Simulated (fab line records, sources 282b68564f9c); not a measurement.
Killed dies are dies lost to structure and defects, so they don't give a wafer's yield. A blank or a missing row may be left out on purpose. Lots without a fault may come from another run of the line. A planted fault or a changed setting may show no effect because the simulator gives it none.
fab line records | flow rit_cmos
record lots=14 wafers=42 last_day=8
route steps=202 shown ACTIVE@15 NWELL@30 NRETRO@62 M1@202
lots that met no fault: from a run of the same line without faults
start_h: hours from the record's first day to the start of the lot's first wafer shown | wait_h: hours since the lot's step before | " the same as in the row above | L1.1+2: a row that stands for several wafers | - no value, or no start given | * or withheld: withheld | < > ~ a bound
route shown NAME@n: a module of which the file shows steps, and the number in the route of the first | usual: mean/standard deviation of fault-free wafers | same: alike in all rows | chamber/n: place in a boat | sites: the reading at each site | _std_site: their standard deviation | _edge_site: outer sites' mean less inner sites' | radius_mm: how far each site lies from the wafer's centre | mask NAME#n: copy n | behind: the tool/chamber that last shaped the wafer | hold: why the lot was held/for how many hours/how that ended | device: the transistor (n, p or np) that didn't switch | end of line: the same wafers' tests at the end of the route | a step without rows: its recipe alone | killed: dies lost to structure and defects at the first sort, not the wafer's yield | map: a wafer's dies, x killed, . not, _ none there
set.NAME: the setting as run; set.NAME@STEP: as run at that earlier step | model.NAME: the simulator's own value behind a step, which no gauge read
steps of the route over a sample of lots; a table a step, a row a wafer
services: from which hour (start_h, from the record's first day; less than 0 if before it) a tool's chamber was out of use, for how many hours, and why
## steps
# step RIT_ACTIVE_STRIP_14
# recipe chemistry=O2 time_s=180 resist=NOVOLAK platen_temp_c=withheld power_w=500 pressure_mtorr=4000 o2_flow_sccm=4000
# usual drypump_motor_current_A=5.8/0.34 rf_refl_power_W=7.2/1.8
# columns lot.wafer tool chamber start_h wait_h drypump_motor_current_A rf_hours_counter_h rf_refl_power_W
L655.2 plasma_asher-01 1 14.87 0.1 5.7 36 8.2
L655.4 " 1 " " 5.7 - 8.1
L655.6 " 0 " " 5.6 - 7.8
L656.2 plasma_asher-04 1 20.94 0.1 5.2 38 6.3
L656.4 " 1 " " 5.2 - 6.6
L656.5 " 1 " " 5.2 - 6.7
L657.3 plasma_asher-04 0 27.01 0.1 5.7 - 8.7
L657.4 " 1 " " 5.2 - 6.6
L657.5 " 1 " " 5.2 - 6.6
L659.4 plasma_asher-01 1 37.29 0.1 5.7 - 7.6
L659.5 " 0 " " 5.7 - 7.9
L659.6 " 1 " " 5.7 - 7.6
L660.3 plasma_asher-02 0 46.19 0.1 6.3 - 3.9
L660.4 " 1 " " 5.9 - 9.7
L660.5 " 0 " " 6.2 - 3.8
L661.3 plasma_asher-01 1 46.43 0.1 5.7 - 7.5
L661.4 " 0 " " 5.6 - 7.7
L661.6 " 1 " " 5.7 - 7.4
L662.1 plasma_asher-04 1 50.31 0.1 5.2 40 6.2
L662.4 " 0 " " 5.7 - 8.3
L662.5 " 1 " " 5.2 - 6.0
L665.4 plasma_asher-02 0 66.01 0.1 6.3 - 4.0
L665.5 " 1 " " 6.0 - 9.7
L665.6 " 0 " " 6.2 - 3.8
L666.1 plasma_asher-02 0 70.31 0.1 6.2 26 3.9
L666.2 " 1 " " 6.0 26 9.0
L666.5 " 0 " " 6.2 - 4.0
L669.2 plasma_asher-01 0 85.42 0.1 5.6 44 7.8
L669.3 " 0 " " 5.6 - 7.7
L669.4 " 1 " " 5.7 - 7.8
L671.1 plasma_asher-01 0 98.08 0.1 5.6 44 7.8
L671.4 " 1 " " 5.7 - 8.0
L671.5 " 0 " " 5.6 - 7.9
L672.1 plasma_asher-04 0 101.54 0.1 5.7 46 8.6
L672.2 " 1 " " 5.2 46 6.3
L672.5 " 0 " " 5.7 - 8.5
L673.1 plasma_asher-01 0 104.97 0.1 5.6 45 7.8
L673.2 " 1 " " 5.7 45 7.9
L673.5 " 0 " " 5.6 - 7.6
L678.3 plasma_asher-04 0 132.14 0.1 5.7 - 8.6
L678.5 " 0 " " 5.7 - 8.5
L678.6 " 1 " " 5.2 - 6.7
# step RIT_NWELL_SOFTBAKE_02
# recipe resist=NOVOLAK temp_c=90 time_s=60
# usual heater_power_total_W=34.56/0.049 plate_temp_C=90.01/0.13 resist_line_temp_C=23.01/0.1
# columns lot.wafer tool chamber start_h wait_h heater_power_total_W plate_temp_C resist_line_temp_C
L655.2 litho_track-01 0 23.84 0.1 34.58 90.04 23.19
L655.4 " 0 " " 34.61 90.06 22.95
L655.6 " 0 " " 34.64 89.87 22.91
L656.2 litho_track-04 0 27.88 0.1 34.58 89.76 23.21
L656.4 " 0 " " 34.59 89.78 22.99
L656.5 " 0 " " 34.58 89.90 22.90
L657.3 litho_track-03 0 31.76 0.1 34.50 89.89 23.00
L657.4 " 0 " " 34.56 90.08 22.73
L657.5 " 0 " " 34.60 90.03 22.93
L659.4 litho_track-04 0 47.36 0.1 34.52 89.94 23.00
L659.5 " 0 " " 34.61 90.04 23.03
L659.6 " 0 " " 34.53 90.09 22.87
L660.3 litho_track-04 0 51.68 0.1 34.59 90.05 22.81
L660.4 " 0 " " 34.62 89.93 22.88
L660.5 " 0 " " 34.60 90.29 22.97
L661.3 litho_track-01 0 51.70 0.1 34.49 89.97 22.79
L661.4 " 0 " " 34.43 89.78 23.12
L661.6 " 0 " " 34.51 90.16 23.12
L662.1 litho_track-03 0 57.01 0.1 34.48 89.80 22.87
L662.4 " 0 " " 34.53 89.97 23.00
L662.5 " 0 " " 34.58 90.06 22.98
L665.4 litho_track-03 0 71.52 0.1 34.59 90.04 23.03
L665.5 " 0 " " 34.56 90.03 22.90
L665.6 " 0 " " 34.51 90.19 22.99
L666.1 litho_track-01 0 76.62 0.1 34.62 89.84 22.95
L666.2 " 0 " " 34.55 89.99 22.93
L666.5 " 0 " " 34.60 90.00 22.95
L669.2 litho_track-03 0 91.11 0.1 34.57 90.03 22.88
L669.3 " 0 " " 34.50 90.03 23.01
L669.4 " 0 " " 34.52 89.95 23.18
L671.1 litho_track-03 0 102.93 0.1 34.50 89.80 22.93
L671.4 " 0 " " 34.60 89.88 23.03
L671.5 " 0 " " 34.61 90.00 23.17
L672.1 litho_track-03 0 106.26 0.1 34.99 90.62 23.08
L672.2 " 0 " " 34.85 90.75 23.09
L672.5 " 0 " " 34.87 90.56 23.14
L673.1 litho_track-03 0 110.49 0.1 34.79 90.59 23.04
L673.2 " 0 " " 34.96 90.50 23.19
L673.5 " 0 " " 34.86 90.69 23.22
L678.3 litho_track-04 0 139.73 0.1 34.64 89.94 23.09
L678.5 " 0 " " 34.60 89.86 23.06
L678.6 " 0 " " 34.62 90.08 23.08
# step RIT_NWELL_OVL_MEAS_06
# usual NWELL_OVL=-0.5/1.4
# columns lot.wafer tool chamber start_h wait_h NWELL_OVL[nm]
L655.2 overlay-02 - 24.53 - 2.0
L655.4 " - " " 2.1
L655.6 " - " " -0.3
L656.2 overlay-01 - 28.64 - -1.2
L656.4 " - " " -1.7
L656.5 " - " " -0.7
L657.3 overlay-01 - 32.30 - -0.1
L657.4 " - " " -0.9
L657.5 " - " " 1.2
L659.4 overlay-02 - 47.88 - 0.4
L659.5 " - " " -2.1
L659.6 " - " " -2.5
L660.3 overlay-02 - 52.23 - -0.3
L660.4 " - " " -1.1
L660.5 " - " " -0.6
L661.3 overlay-02 - 52.47 - 1.9
L661.4 " - " " 2.7
L661.6 " - " " 1.8
L662.1 overlay-01 - 57.59 - -1.9
L662.4 " - " " -2.8
L662.5 " - " " -3.0
L665.4 overlay-02 - 72.16 - -0.7
L665.5 " - " " -2.9
L665.6 " - " " -1.3
L666.1 overlay-01 - 77.32 - 0.5
L666.2 " - " " 1.3
L666.5 " - " " 0.7
L669.2 overlay-02 - 91.67 - -1.2
L669.3 " - " " 0.6
L669.4 " - " " -0.6
L671.1 overlay-02 - 103.51 - -2.2
L671.4 " - " " -3.6
L671.5 " - " " -3.3
L672.1 overlay-01 - 106.84 - -0.3
L672.2 " - " " 2.0
L672.5 " - " " 0.4
L673.1 overlay-01 - 111.07 - -2.8
L673.2 " - " " -1.9
L673.5 " - " " -1.1
L678.3 overlay-01 - 140.41 - -3.2
L678.5 " - " " -1.7
L678.6 " - " " -1.7
# step RIT_NRETRO_STRIP_09
# recipe chemistry=O2 time_s=180 resist=NOVOLAK platen_temp_c=withheld power_w=500 pressure_mtorr=4000 o2_flow_sccm=4000
# usual drypump_motor_current_A=5.60/0.21 rf_refl_power_W=7.0/1.3
# columns lot.wafer tool chamber start_h wait_h drypump_motor_current_A rf_hours_counter_h rf_refl_power_W
L655.2 plasma_asher-01 1 33.69 0.1 5.74 38 7.9
L655.4 " 1 " " 5.74 - 8.2
L655.6 " 1 " " 5.73 - 8.0
L656.2 plasma_asher-04 0 41.09 0.1 5.70 39 8.8
L656.4 " 1 " " 5.15 - 6.2
L656.5 " 0 " " 5.71 - 8.6
L657.3 plasma_asher-01 0 42.11 0.1 5.63 - 8.0
L657.4 " 1 " " 5.70 - 7.8
L657.5 " 0 " " 5.62 - 7.6
L659.4 plasma_asher-01 0 57.87 0.1 5.65 - 7.4
L659.5 " 1 " " 5.74 - 8.0
L659.6 " 0 " " 5.63 - 7.6
L660.3 plasma_asher-03 0 61.31 0.1 5.68 - 6.9
L660.4 " 1 " " 5.72 - 4.8
L660.5 " 1 " " 5.73 - 4.8
L661.3 plasma_asher-01 1 62.84 0.1 5.73 - 8.0
L661.4 " 0 " " 5.64 - 7.6
L661.6 " 0 " " 5.63 - 8.1
L662.1 plasma_asher-04 0 66.57 0.1 5.73 42 8.5
L662.4 " 0 " " 5.73 - 8.6
L662.5 " 1 " " 5.17 - 6.9
L665.4 plasma_asher-03 0 82.14 0.1 5.65 - 7.0
L665.5 " 0 " " 5.68 - 7.0
L665.6 " 1 " " 5.72 - 4.9
L666.1 plasma_asher-01 1 86.70 0.1 5.71 44 7.6
L666.2 " 0 " " 5.65 44 7.9
L666.5 " 1 " " 5.70 - 7.5
L669.2 plasma_asher-03 0 100.79 0.1 5.67 48 7.0
L669.3 " 0 " " 5.68 - 7.1
L669.4 " 1 " " 5.72 - 4.7
L671.1 plasma_asher-04 0 113.61 0.1 5.72 48 9.0
L671.4 " 1 " " 5.15 - 6.3
L671.5 " 1 " " 5.14 - 6.6
L672.1 plasma_asher-04 1 116.13 0.1 5.17 48 6.3
L672.2 " 0 " " 5.73 48 8.6
L672.5 " 1 " " 5.17 - 6.8
L673.1 plasma_asher-01 1 121.00 0.1 5.68 0 7.6
L673.2 " 0 " " 5.64 0 7.7
L673.5 " 1 " " 5.69 - 7.9
L678.3 plasma_asher-04 0 152.65 0.1 5.72 - 8.9
L678.5 " 0 " " 5.72 - 8.7
L678.6 " 1 " " 5.13 - 6.6
# step RIT_M1_PROBE_99
# usual killed_at_M0_to_M3=0.0/0.2 killed_at_contacts=0.1/0.31 killed_at_front_end=7/3 killed_dies=7/3 killed_open=3.8/2.1 killed_short=3.6/1.9
# same gross_dies=264 killed_at_M4_up=0 killed_at_back_side=0 killed_at_other=0
# columns lot.wafer tool chamber start_h wait_h killed_at_M0_to_M3 killed_at_contacts killed_at_front_end killed_dies killed_open killed_short
L655.2 prober-01 - 67.91 0.1 0 0 4 4 1 3
L655.4 prober-01 - 68.01 0.2 1 0 5 6 3 3
L655.6 prober-01 - 68.11 0.2 0 0 9 9 6 3
L656.2 prober-02 - 69.74 0.1 0 1 12 13 8 5
L656.4 prober-02 - 69.84 0.2 0 0 9 9 3 6
L656.5 prober-02 - 69.89 0.2 0 0 2 2 1 1
L657.3 prober-01 - 71.29 0.2 0 0 7 7 4 3
L657.4 prober-01 - 71.34 0.2 0 0 6 6 4 2
L657.5 prober-01 - 71.39 0.2 0 0 5 5 2 3
L659.4 prober-01 - 89.37 0.2 0 0 10 10 5 5
L659.5 prober-01 - 89.42 0.2 0 0 11 11 3 6
L659.6 prober-01 - 89.47 0.2 0 0 9 9 7 2
L660.3 prober-02 - 91.94 0.2 1 0 3 4 1 3
L660.4 prober-02 - 91.99 0.2 0 0 1 1 0 1
L660.5 prober-02 - 92.04 0.2 0 0 4 4 1 3
L661.3 prober-01 - 93.44 0.2 1 0 8 9 5 4
L661.4 prober-01 - 93.49 0.2 0 0 6 6 3 3
L661.6 prober-01 - 93.59 0.2 0 0 9 9 2 7
L662.1 prober-02 - 94.84 0.1 0 0 13 13 6 7
L662.4 prober-02 - 94.99 0.2 0 0 10 10 5 5
L662.5 prober-02 - 95.04 0.2 0 0 9 9 4 5
L665.4 prober-01 - 111.95 0.2 0 0 6 6 4 2
L665.5 prober-01 - 112.00 0.2 0 0 4 4 2 2
L665.6 prober-01 - 112.05 0.2 0 0 5 5 3 2
L666.1 prober-02 - 116.88 0.1 0 0 10 10 5 5
L666.2 prober-02 - 116.93 0.1 0 0 2 2 1 1
L666.5 prober-02 - 117.08 0.2 0 1 8 9 4 5
L669.2 prober-01 - 129.27 0.1 0 0 13 13 7 6
L669.3 prober-01 - 129.32 0.2 0 0 7 7 5 2
L669.4 prober-01 - 129.37 0.2 0 0 12 12 5 7
L671.1 prober-01 - 142.72 0.1 0 0 14 14 5 9
L671.4 prober-01 - 142.87 0.2 0 1 8 9 5 4
L671.5 prober-01 - 142.92 0.2 0 0 8 8 5 3
L672.1 prober-02 - 144.76 0.1 0 0 10 10 8 2
L672.2 prober-02 - 144.81 0.1 0 0 7 7 5 2
L672.5 prober-02 - 144.96 0.2 0 1 9 10 6 4
L673.1 prober-01 - 155.43 0.1 0 0 10 10 4 6
L673.2 prober-01 - 155.48 0.1 0 0 8 8 4 4
L673.5 prober-01 - 155.63 0.2 0 0 14 14 8 6
L678.3 prober-01 - 187.29 0.2 0 0 2 2 1 1
L678.5 prober-01 - 187.39 0.2 0 0 10 10 5 5
L678.6 prober-01 - 187.44 0.2 0 0 5 5 1 4
# killed by level:class
L655.2 GATE:geometric_particle:short=2 REOX:geometric_particle:open=1 SPACER:geometric_particle:short=1
L655.4 GATE:geometric_particle:short=2 GATE:geometric_particle:open=2 SPACER:geometric_particle:open=1 M1:geometric_particle:short=1
L655.6 SILICIDE:geometric_particle:open=3 GATE:geometric_particle:open=1 GATE:geometric_particle:short=1 REOX:geometric_particle:open=1 SPACER:geometric_particle:short=1 SPACER:geometric_particle:open=1 SILICIDE:geometric_particle:short=1
L656.2 FOX1:geometric_particle:open=2 GATE:geometric_particle:short=2 GATE:geometric_particle:open=2 SPACER:geometric_particle:open=2 SILICIDE:geometric_particle:short=2 SPACER:geometric_particle:short=1 SILICIDE:geometric_particle:open=1 CONTACT:geometric_particle:open=1
L656.4 SILICIDE:geometric_particle:short=3 FOX1:geometric_particle:short=1 FOX1:geometric_particle:open=1 FOX2:geometric_particle:short=1 GATE:geometric_particle:open=1 SPACER:geometric_particle:short=1 SILICIDE:geometric_particle:open=1
L656.5 FOX2:geometric_particle:open=1 SPACER:geometric_particle:short=1
L657.3 GATE:geometric_particle:open=3 GATE:geometric_particle:short=2 FOX1:geometric_particle:open=1 FOX1:geometric_particle:short=1
L657.4 FOX1:geometric_particle:open=2 GATE:geometric_particle:open=1 GATE:geometric_particle:short=1 REOX:geometric_particle:short=1 SPACER:geometric_particle:open=1
L657.5 GATE:geometric_particle:short=2 GATE:geometric_particle:open=1 SPACER:geometric_particle:open=1 SILICIDE:geometric_particle:short=1
L659.4 GATE:geometric_particle:open=3 GATE:geometric_particle:short=3 SPACER:geometric_particle:short=2 FOX1:geometric_particle:open=1 SPACER:geometric_particle:open=1
L659.5 FOX1:geometric_particle:open=3 GATE:geometric_particle:short=2 PRETRO:coat_microbubble_printed=2 FOX1:geometric_particle:short=1 REOX:geometric_particle:short=1 SPACER:geometric_particle:short=1 SILICIDE:geometric_particle:short=1
L659.6 GATE:geometric_particle:open=3 GATE:geometric_particle:short=2 FOX1:geometric_particle:open=1 REOX:geometric_particle:open=1 SPACER:geometric_particle:open=1 SILICIDE:geometric_particle:open=1
L660.3 SPACER:geometric_particle:short=2 FOX2:geometric_particle:open=1 M1:geometric_particle:short=1
L660.4 SPACER:geometric_particle:short=1
L660.5 FOX1:geometric_particle:open=1 FOX1:geometric_particle:short=1 GATE:geometric_particle:short=1 SILICIDE:geometric_particle:short=1
L661.3 GATE:geometric_particle:short=2 FOX1:geometric_particle:short=1 FOX2:geometric_particle:open=1 FOX2:geometric_particle:short=1 GATE:geometric_particle:open=1 REOX:geometric_particle:open=1 SPACER:geometric_particle:open=1 M1:geometric_particle:open=1
L661.4 SILICIDE:geometric_particle:open=2 FOX1:geometric_particle:short=1 GATE:geometric_particle:open=1 SPACER:geometric_particle:short=1 REOX:geometric_particle:short=1
L661.6 GATE:geometric_particle:short=3 REOX:geometric_particle:short=3 FOX2:geometric_particle:open=2 SPACER:geometric_particle:short=1
L662.1 FOX1:geometric_particle:open=3 FOX1:geometric_particle:short=2 GATE:geometric_particle:short=2 SPACER:geometric_particle:short=2 FOX2:geometric_particle:open=1 REOX:geometric_particle:open=1 SPACER:geometric_particle:open=1 SILICIDE:geometric_particle:short=1
L662.4 GATE:geometric_particle:short=3 SPACER:geometric_particle:open=3 FOX1:geometric_particle:open=1 REOX:geometric_particle:open=1 REOX:geometric_particle:short=1 SILICIDE:geometric_particle:short=1
L662.5 FOX1:geometric_particle:short=2 SILICIDE:geometric_particle:open=2 FOX1:geometric_particle:open=1 FOX2:geometric_particle:short=1 GATE:geometric_particle:short=1 GATE:geometric_particle:open=1 SILICIDE:geometric_particle:short=1
L665.4 SILICIDE:geometric_particle:open=3 GATE:geometric_particle:open=1 REOX:geometric_particle:short=1 SILICIDE:geometric_particle:short=1
L665.5 GATE:geometric_particle:short=2 FOX1:geometric_particle:open=1 FOX2:geometric_particle:open=1
L665.6 FOX1:geometric_particle:open=1 FOX1:geometric_particle:short=1 GATE:geometric_particle:short=1 GATE:geometric_particle:open=1 REOX:geometric_particle:open=1
L666.1 GATE:geometric_particle:short=3 FOX2:geometric_particle:open=2 GATE:geometric_particle:open=2 SPACER:geometric_particle:short=2 FOX1:geometric_particle:open=1
L666.2 FOX2:geometric_particle:short=1 SILICIDE:geometric_particle:open=1
L666.5 FOX1:geometric_particle:open=2 FOX2:geometric_particle:short=2 FOX1:geometric_particle:short=1 GATE:geometric_particle:short=1 REOX:geometric_particle:open=1 SILICIDE:geometric_particle:open=1 CONTACT:geometric_particle:short=1
L669.2 GATE:geometric_particle:short=4 REOX:geometric_particle:open=4 GATE:geometric_particle:open=2 REOX:geometric_particle:short=2 SILICIDE:geometric_particle:open=1
L669.3 GATE:geometric_particle:open=3 GATE:geometric_particle:short=2 FOX1:geometric_particle:open=1 REOX:geometric_particle:open=1
L669.4 GATE:geometric_particle:short=4 GATE:geometric_particle:open=3 FOX1:geometric_particle:short=2 REOX:geometric_particle:open=1 SPACER:geometric_particle:open=1 SPACER:geometric_particle:short=1
L671.1 SPACER:geometric_particle:short=4 SPACER:geometric_particle:open=3 SILICIDE:geometric_particle:short=2 FOX1:geometric_particle:open=1 FOX1:geometric_particle:short=1 FOX2:geometric_particle:short=1 GATE:geometric_particle:open=1 REOX:geometric_particle:short=1
L671.4 SPACER:geometric_particle:open=2 FOX1:geometric_particle:short=1 FOX2:geometric_particle:open=1 FOX2:geometric_particle:short=1 GATE:geometric_particle:short=1 REOX:geometric_particle:open=1 SILICIDE:geometric_particle:short=1 CONTACT:geometric_particle:open=1
L671.5 GATE:geometric_particle:open=2 SPACER:geometric_particle:short=2 SILICIDE:geometric_particle:open=2 FOX1:geometric_particle:open=1 FOX1:geometric_particle:short=1
L672.1 SPACER:geometric_particle:open=4 GATE:geometric_particle:open=2 REOX:geometric_particle:short=2 FOX1:geometric_particle:open=1 REOX:geometric_particle:open=1
L672.2 GATE:geometric_particle:short=2 REOX:geometric_particle:open=2 FOX1:geometric_particle:open=1 GATE:geometric_particle:open=1 SPACER:geometric_particle:open=1
L672.5 REOX:geometric_particle:open=3 REOX:geometric_particle:short=2 GATE:geometric_particle:open=1 GATE:geometric_particle:short=1 SPACER:geometric_particle:open=1 SILICIDE:geometric_particle:open=1 CONTACT:geometric_particle:short=1
L673.1 GATE:geometric_particle:short=4 GATE:geometric_particle:open=2 REOX:geometric_particle:open=2 FOX2:geometric_particle:short=1 REOX:geometric_particle:short=1
L673.2 FOX2:geometric_particle:short=2 REOX:geometric_particle:short=2 FOX1:geometric_particle:open=1 FOX2:geometric_particle:open=1 REOX:geometric_particle:open=1 SILICIDE:geometric_particle:open=1
L673.5 REOX:geometric_particle:open=4 FOX2:geometric_particle:short=2 GATE:geometric_particle:open=2 GATE:geometric_particle:short=2 REOX:geometric_particle:short=2 FOX2:geometric_particle:open=1 SILICIDE:geometric_particle:open=1
L678.3 REOX:geometric_particle:short=1 SPACER:geometric_particle:open=1
L678.5 GATE:geometric_particle:open=2 FOX1:geometric_particle:open=1 FOX1:geometric_particle:short=1 GATE:geometric_particle:short=1 REOX:geometric_particle:short=1 REOX:geometric_particle:open=1 SPACER:geometric_particle:short=1 SPACER:geometric_particle:open=1
L678.6 GATE:geometric_particle:short=2 GATE:geometric_particle:open=1 SPACER:geometric_particle:short=1 SILICIDE:geometric_particle:short=1
## services
# columns tool chamber start_h hours kind
plasma_asher-04 - 19.39 0.9 repair
plasma_asher-04 - 63.69 2.8 pm
plasma_asher-01 - 89.30 3.2 repair
plasma_asher-01 - 108.80 9.0 pm
plasma_asher-01 0 108.80 9.0 vent_cycle
plasma_asher-01 1 108.80 9.0 vent_cycle
plasma_asher-01 0 117.80 - clean
plasma_asher-01 1 117.80 - clean
## key
first_sign step=RIT_NWELL_SOFTBAKE_02 reading=heater_power_total_W direction=up sigmas=6.8 usual=34.56 struck=34.89
effect step=RIT_NWELL_SOFTBAKE_02 reading=plate_temp_C direction=up sigmas=4.7 usual=* struck=*
met_at RIT_NWELL_SOFTBAKE_02
struck_lots L672,L673
tester_left_out L672,L673
not_acting_at RIT_ACTIVE_STRIP_14,RIT_NWELL_OVL_MEAS_06,RIT_NRETRO_STRIP_09
onset_between 102.93 106.26
fault kind=process_parameter_drift tool=litho_track-03 chamber=- onset_h=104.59 steps=RIT_NWELL_SOFTBAKE_02 channel=temp_c offset=* shape=step end_h=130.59 acts_in=* stated=*
# tester_left_out: of these lots the tester's yield and bins aren't shown, on N5 and GAA mostly nor the transistor test; their killed dies are dies lost to structure and defects alone, not to doping, threshold or leakage, so they don't give the yield
